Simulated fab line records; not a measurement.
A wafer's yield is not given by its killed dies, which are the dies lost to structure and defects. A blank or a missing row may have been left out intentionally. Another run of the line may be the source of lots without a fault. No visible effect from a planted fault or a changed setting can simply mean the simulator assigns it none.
Which tool did it? :: flow rit-cmos :: Sampling: 7 lots, 21 wafers, 4 of 202 route steps

## WHAT THE GAUGES READ, wafer by wafer
RIT_M1_CD_MEAS_09: the cd target is 2600 nm.
lot: L590
measured: day 3 22:40
on: cd-sem-02
cd-nm (nm): 2600.5 2601.6 2599.3

lot: L592
measured: day 4 09:18
on: cd-sem-01
cd-nm (nm): 2599.2 2598.8 2598.3

lot: L594
measured: day 4 18:03
on: cd-sem-02
cd-nm (nm): 2598.8 2599.1 2597.9

lot: L596
measured: day 5 07:46
on: cd-sem-01
cd-nm (nm): 2604.4 2605.4 2603.4

lot: L598
measured: day 5 15:04
on: cd-sem-01
cd-nm (nm): 2600.7 2601.9 2601.3

lot: L603
measured: day 6 14:49
on: cd-sem-01
cd-nm (nm): 2594.9 2599.3 2597.8

lot: L605
measured: day 7 00:26
on: cd-sem-02
cd-nm (nm): 2640.1 2642.7 2642.0 2640.1 2642.6 2641.9

## WHICH TOOL RAN EACH LOT (tool, then ch and the chambers of the sampled wafers, then the start)
lot: L590
RIT_CONTACT_ETCH_11: rie-diel-04 ch 0,2,3, day 3 20:27
RIT_CONTACT_STRIP_12: plasma-asher-03 ch 0,1, day 3 20:39
RIT_M1_DEVELOP_08: litho-track-01 ch 0, day 3 22:00

lot: L592
RIT_CONTACT_ETCH_11: rie-diel-02 ch 1,2,3, day 4 07:05
RIT_CONTACT_STRIP_12: plasma-asher-01 ch 0,1, day 4 07:17
RIT_M1_DEVELOP_08: litho-track-04 ch 0, day 4 09:00

lot: L594
RIT_CONTACT_ETCH_11: rie-diel-03 ch 0,1,2, day 4 15:50
RIT_CONTACT_STRIP_12: plasma-asher-01 ch 0,1, day 4 16:02
RIT_M1_DEVELOP_08: litho-track-01 ch 0, day 4 17:00

lot: L596
RIT_CONTACT_ETCH_11: rie-diel-02 ch 0,1,3, day 5 05:01
RIT_CONTACT_STRIP_12: plasma-asher-01 ch 0,1, day 5 05:13
RIT_M1_DEVELOP_08: litho-track-01 ch 0, day 5 07:00

lot: L598
RIT_CONTACT_ETCH_11: rie-diel-03 ch 0,1,2, day 5 12:49
RIT_CONTACT_STRIP_12: plasma-asher-04 ch 0,1, day 5 13:04
RIT_M1_DEVELOP_08: litho-track-01 ch 0, day 5 14:00

lot: L603
RIT_CONTACT_ETCH_11: rie-diel-02 ch 0,2, day 6 12:36
RIT_CONTACT_STRIP_12: plasma-asher-01 ch 0,1, day 6 12:48
RIT_M1_DEVELOP_08: litho-track-04 ch 0, day 6 14:00

lot: L605
RIT_CONTACT_ETCH_11: rie-diel-02 ch 0,2,3, day 6 22:06
RIT_CONTACT_STRIP_12: plasma-asher-04 ch 0,1, day 6 22:17
RIT_M1_DEVELOP_08: litho-track-04 ch 0, day 7 00:00
- RIT_CONTACT_ETCH_11: etches SiO2 in CHF3/CF4/Ar, stops on TiSi2, target depth 480 nm, time 320 s.
- RIT_CONTACT_STRIP_12: strips in O2, time 180 s.
- RIT_M1_DEVELOP_08: develop time 68 s.

## THE ANSWER, worked out from the rows above alone
Rule: the usual values come from the lots themselves. Put in order of their means at a reading, lots are off if they are a third of the lots or fewer, leave a main group of 4 or more, and stand apart from it by a gap of 3 or more times the standard deviation of the main group's means; of several such gaps the widest counts. The tables above print the reading to a certain number of digits; a main group whose means all agree to those digits is not used. A lot without any number at a reading at which 4 lots or more have one is off too. All remaining lots with rows at the step are treated as sound.
Off, at RIT_M1_CD_MEAS_09 on cd-nm: L605. Main group: mean 2600.1 nm, sd 2.3.
If a tool, at a process step before that reading, ran all the lots that are off and no sound lot after the first of them, it fits. The gauges at RIT_M1_CD_MEAS_09 are tried like those tools. Can't be told from this: 4 tools fit, rie-diel-02 at RIT_CONTACT_ETCH_11, plasma-asher-04 at RIT_CONTACT_STRIP_12, litho-track-04 at RIT_M1_DEVELOP_08, cd-sem-02 at RIT_M1_CD_MEAS_09.

## WHAT THE SIMULATOR HAD PUT IN
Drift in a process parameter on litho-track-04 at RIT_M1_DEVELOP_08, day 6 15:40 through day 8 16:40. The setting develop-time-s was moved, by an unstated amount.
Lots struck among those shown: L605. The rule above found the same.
